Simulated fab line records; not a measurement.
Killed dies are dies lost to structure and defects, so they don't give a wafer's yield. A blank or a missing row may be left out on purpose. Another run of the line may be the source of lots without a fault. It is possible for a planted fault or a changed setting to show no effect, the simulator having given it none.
Which tool was responsible? :: flow rit-cmos :: 6 lots, 18 wafers sampled, at 2 steps of a route of 202

== WHAT THE GAUGES READ, wafer by wafer ==
RIT_ACTIVE_THK_MEAS_04.
lot: L815
measured: day 1 18:46
on: film-metro-03
ACTIVE_NITRIDE_THK (nm): 149.5 149.1 149.6

lot: L820
measured: day 2 20:34
on: film-metro-01
ACTIVE_NITRIDE_THK (nm): 149.1 148.0 148.0

lot: L822
measured: day 3 08:37
on: film-metro-01
ACTIVE_NITRIDE_THK (nm): 97.0 99.9 97.3

lot: L826
measured: day 4 01:32
on: film-metro-01
ACTIVE_NITRIDE_THK (nm): 148.3 150.0 149.4

lot: L834
measured: day 5 18:30
on: film-metro-01
ACTIVE_NITRIDE_THK (nm): 148.5 149.1 149.0

lot: L837
measured: day 6 09:18
on: film-metro-03
ACTIVE_NITRIDE_THK (nm): 149.9 150.0 151.6

== WHICH TOOL RAN EACH LOT (tool, then ch and the chambers of the sampled wafers, then the start) ==
lot: L815
RIT_ACTIVE_CVD_03: lpcvd-02 ch 1, day 1 17:20

lot: L820
RIT_ACTIVE_CVD_03: lpcvd-02 ch 1, day 2 19:08

lot: L822
RIT_ACTIVE_CVD_03: lpcvd-02 ch 0, day 3 06:29

lot: L826
RIT_ACTIVE_CVD_03: lpcvd-01 ch 1, day 4 00:07

lot: L834
RIT_ACTIVE_CVD_03: lpcvd-01 ch 0, day 5 17:05

lot: L837
RIT_ACTIVE_CVD_03: lpcvd-02 ch 1, day 6 07:53
- RIT_ACTIVE_CVD_03: deposits Si3N4 from SiH2Cl2/NH3, target thk 150 nm, time 1500 s.

== THE ANSWER, worked out from the rows above alone ==
Rule: what is usual is taken from the lots themselves. The widest of any qualifying gaps counts: lots, ordered by their means at a reading, are off when they make up no more than a third of the lots, leave a main group of 4 or more, and stand apart from it by 3 or more times the standard deviation of that group's means. If all means in a main group match to the digits the tables above print for the reading, that group is not used. Also off: a lot with no number at a reading for which 4 or more lots have one. Where the step has rows for the other lots, those lots are counted as sound.
Off: L822, seen at RIT_ACTIVE_THK_MEAS_04 (ACTIVE_NITRIDE_THK). The main group: mean 149.3 nm, standard deviation 0.71.
If a tool, at a process step before that reading, ran all the lots that are off and no sound lot after the first of them, it fits. The gauges at RIT_ACTIVE_THK_MEAS_04 are tried like those tools. Of those tried, none fits.

== WHAT THE SIMULATOR HAD PUT IN ==
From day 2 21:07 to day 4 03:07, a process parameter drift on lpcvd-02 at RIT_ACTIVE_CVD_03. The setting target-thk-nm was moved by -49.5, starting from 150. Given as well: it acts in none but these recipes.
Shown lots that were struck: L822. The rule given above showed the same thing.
